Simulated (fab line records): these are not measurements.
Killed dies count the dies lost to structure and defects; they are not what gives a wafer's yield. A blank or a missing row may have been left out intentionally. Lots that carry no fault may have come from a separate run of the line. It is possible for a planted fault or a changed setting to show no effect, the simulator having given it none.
Struck lot and sound lot, side by side + flow rit cmos + 17 steps out of a route of 202
Sound: wafers L740.1, L740.4, L740.5. Struck: wafers L737.3, L737.4, L737.6. The cause is given at the end.
At each step with rows: each side's tool, then ch and its chambers, then its first start. Under that, the readings that differ: sound wafers + struck wafers + difference of the means + sigmas: that difference in standard deviations of wafers without a fault.
alike: same words and numbers on both sides, and readings whose means sit less than 2 such deviations apart. not compared: any withheld reading, any reading some wafer has no value for, any bound like >300 that may hide the same value, and any number with overlapping values for which the record gives no deviation.
Wherever a step has rows on one side only, a row that says differs or no value, or a row with sigmas, the two part there. Numbers that have no deviation but don't overlap get no sigmas and don't part them. Lack of a reading on every wafer of one side parts them only where that side has two or more wafers.

first, 1 step without rows for these wafers: RIT_PRETRO_DEVELOP_05 (develop time 68 s).
RIT_PRETRO_OVL_MEAS_06:
  sound: overlay-02 at day 3 14:33; struck: overlay-02 at day 2 23:16
  alike: PRETRO_OVL
then, 2 steps without rows for these wafers: RIT_PRETRO_HARDBAKE_07 (time 120 s); RIT_PRETRO_IMPLANT_08.
RIT_PRETRO_STRIP_09: strips in O2, time 180 s.
  sound on plasma asher-01 ch 0,1, day 3 14:59; struck on plasma asher-02 ch 0,1, day 2 23:45
| reading                     | sound       | struck      | difference | sigmas |
|-----------------------------|-------------|-------------|------------|--------|
| drypump motor current A (A) | 5.4 5.4 5.5 | 6.3 6.3 6.4 | +0.9       | +2     |
  alike: o2 flow sccm
  not compared: rf hours counter h
RIT_PRETRO_TW_MEAS_10:
  sound: film metro-02 at day 3 15:10; struck: film metro-01 at day 2 23:53
  alike: PRETRO_TW
then, 5 steps without rows for these wafers: RIT_GATE_WET_ETCH_00 (etches SiO2 in BOE, target depth 56 nm, time 60 s); RIT_GATE_CLEAN_01 (cleans in SC1, time 600 s); RIT_GATE_CLEAN_02 (cleans in dHF, time 30 s); RIT_GATE_CLEAN_03 (cleans in SC2, time 600 s); RIT_GATE_CLEAN_04 (cleans in dHF, time 60 s).
RIT_FOX2_THK_MEAS_91:
  sound: film metro-04 at day 3 15:38; struck: film metro-04 at day 3 00:22
  alike: FIELD_OXIDE_LEFT_2_THK
RIT_GATE_OXIDATION_05: target thk 3 nm, ox time 270 s.
  sound on furnace-02 ch 0, day 3 15:42; struck on furnace-02 ch 0, day 3 02:46
  alike: spike tc source C, zone power load pct
then, 1 step without rows for these wafers: RIT_GATE_ANNEAL_06 (time 600 s).
RIT_GATE_THK_MEAS_07:
  sound: film metro-04 at day 3 17:01; struck: film metro-04 at day 3 04:38
| reading             | sound          | struck         | difference | sigmas |
|---------------------|----------------|----------------|------------|--------|
| GATE_OXIDE_THK (nm) | 2.95 3.00 2.96 | 5.15 5.13 5.07 | +2.15      | +32    |
then, 1 step without rows for these wafers: RIT_GATE_CVD_08 (deposits poly-Si from SiH4, target thk 250 nm, time 2220 s).
RIT_M1_PROBE_99:
  rows exist in the record for the struck wafers here (prober-01, day 4 06:22), but not for the sound ones

== WHERE THEY PART ==
Earliest at RIT_PRETRO_STRIP_09; latest, in this record, at RIT_M1_PROBE_99.

WHY: what the simulator had put in
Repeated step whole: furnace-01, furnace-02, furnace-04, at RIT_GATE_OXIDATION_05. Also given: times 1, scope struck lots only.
